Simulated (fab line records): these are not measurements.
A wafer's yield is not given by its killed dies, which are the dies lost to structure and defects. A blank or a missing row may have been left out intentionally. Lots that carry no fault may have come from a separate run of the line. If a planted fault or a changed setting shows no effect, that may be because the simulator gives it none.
Which tool did it? / flow berkeley_cmos170 / 7 lots, 21 wafers sampled, at 2 steps of a route of 331

WHAT EACH GAUGE READ, for each wafer
UCB170_V1_THK_MEAS_01.
lot=L342; measured=day 7 15:49; on=film_metro-02; V1_TEOS_THK (nm)=1967 2011 2027
lot=L345; measured=day 8 08:22; on=film_metro-01; V1_TEOS_THK (nm)=1953 1984 2003
lot=L350; measured=day 9 07:57; on=film_metro-01; V1_TEOS_THK (nm)=1990 1987 2005
lot=L349; measured=day 9 12:08; on=film_metro-03; V1_TEOS_THK (nm)=2007 2008 2027
lot=L351; measured=day 10 00:50; on=film_metro-03; V1_TEOS_THK (nm)=2013 2055 2040
lot=L357; measured=day 11 12:23; on=film_metro-01; V1_TEOS_THK (nm)=1989 1981 2023
lot=L362; measured=day 12 14:29; on=film_metro-03; V1_TEOS_THK (nm)=1962 2004 2017

WHAT TOOL EACH LOT RAN ON (gives the tool, then ch and the chambers of the sampled wafers, and finally the start)
lot=L342; UCB170_V1_CVD_00=pecvd-02 ch 0,2, day 7 15:38
lot=L345; UCB170_V1_CVD_00=pecvd-03 ch 0,2, day 8 08:11
lot=L350; UCB170_V1_CVD_00=pecvd-01 ch 0,2, day 9 07:47
lot=L349; UCB170_V1_CVD_00=pecvd-01 ch 0,1,2, day 9 11:58
lot=L351; UCB170_V1_CVD_00=pecvd-03 ch 1,2, day 10 00:38
lot=L357; UCB170_V1_CVD_00=pecvd-02 ch 0,1,2, day 11 12:10
lot=L362; UCB170_V1_CVD_00=pecvd-03 ch 1,2, day 12 14:20
- UCB170_V1_CVD_00: deposits SiO2 from TEOS/O2, target thk 2000 nm, time 250 s.

THE ANSWER, worked out from the rows above alone
Rule: the lots themselves supply what counts as usual. The widest of any qualifying gaps counts: lots, ordered by their means at a reading, are off when they make up no more than a third of the lots, leave a main group of 4 or more, and stand apart from it by 3 or more times the standard deviation of that group's means. A main group whose means are all the same, to the digits that the tables above print for the reading, isn't used. A lot without any number at a reading at which 4 lots or more have one is off too. Any other lot the step has rows for is counted as sound.
Nothing can be told from this: no lot is off at any reading shown.

WHAT WAS PUT IN BY THE SIMULATOR
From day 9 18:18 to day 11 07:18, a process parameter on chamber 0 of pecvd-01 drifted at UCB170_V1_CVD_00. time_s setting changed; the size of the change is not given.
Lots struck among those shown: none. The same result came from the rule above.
